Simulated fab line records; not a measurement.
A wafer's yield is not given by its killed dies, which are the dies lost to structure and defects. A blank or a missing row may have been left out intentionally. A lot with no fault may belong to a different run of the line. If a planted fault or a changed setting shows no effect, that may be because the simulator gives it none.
Which tool did it? + flow rit_cmos + 18 wafers from 6 lots sampled at 3 of the route's 202 steps

## WHAT THE GAUGES READ, wafer by wafer
RIT_NSD_TW_MEAS_10.
| lot  | measured    | on            | NSD_TW         |
|------|-------------|---------------|----------------|
| L156 | day 3 05:40 | film_metro-03 | 3085 3100 3089 |
| L158 | day 3 18:05 | film_metro-02 | 3090 3101 3085 |
| L165 | day 5 03:55 | film_metro-02 | 2863 2880 2858 |
| L168 | day 5 16:22 | film_metro-02 | 2851 2854 2860 |
| L172 | day 6 13:06 | film_metro-02 | 3104 3108 3101 |
| L175 | day 7 05:55 | film_metro-01 | 3138 3145 3142 |

## TOOL THAT RAN EACH LOT (tool first, then ch and the chambers of the sampled wafers, then the start)
| lot  | RIT_NWELL_STRIP_09                  | RIT_NSD_IMPLANT_08             |
|------|-------------------------------------|--------------------------------|
| L156 | plasma_asher-04 ch 0,1, day 2 01:45 | implanter-01 ch 0, day 3 05:20 |
| L158 | plasma_asher-01 ch 0,1, day 2 13:04 | implanter-01 ch 0, day 3 17:46 |
| L165 | plasma_asher-02 ch 0,1, day 3 23:30 | implanter-04 ch 0, day 5 03:36 |
| L168 | plasma_asher-02 ch 1, day 4 13:53   | implanter-04 ch 0, day 5 15:55 |
| L172 | plasma_asher-04 ch 0,1, day 5 10:04 | implanter-02 ch 0, day 6 12:46 |
| L175 | plasma_asher-02 ch 0,1, day 6 01:37 | implanter-02 ch 0, day 7 05:35 |
- RIT_NWELL_STRIP_09: strips in O2, time 180 s.
- RIT_NSD_IMPLANT_08

## THE ANSWER, worked out from the rows above alone
Rule: the lots themselves supply what counts as usual. The widest of any qualifying gaps counts: lots, ordered by their means at a reading, are off when they make up no more than a third of the lots, leave a main group of 4 or more, and stand apart from it by 3 or more times the standard deviation of that group's means. A main group is skipped when, at the precision printed for the reading in the tables above, its means are all equal. Also off: a lot with no number at a reading for which 4 or more lots have one. The other lots that the step has rows for count as sound.
Off: L165, L168, at RIT_NSD_TW_MEAS_10 (NSD_TW). The main group: mean 3107, standard deviation 20.
A tool fits if, at a process step before that reading, it ran every lot that is off, and no sound lot after the first of them. Those tools and the gauges at RIT_NSD_TW_MEAS_10 are tried in the same way. One fits: RIT_NSD_IMPLANT_08 on implanter-04. It ran no sound lot before its first lot that is off in this sample, so the start can't be narrowed down.

## WHAT THE SIMULATOR HAD INSERTED
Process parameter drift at RIT_NSD_IMPLANT_08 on implanter-04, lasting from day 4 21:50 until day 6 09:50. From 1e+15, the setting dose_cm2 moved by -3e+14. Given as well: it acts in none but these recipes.
Lots struck among those shown: L165, L168. The same result came from the rule above.
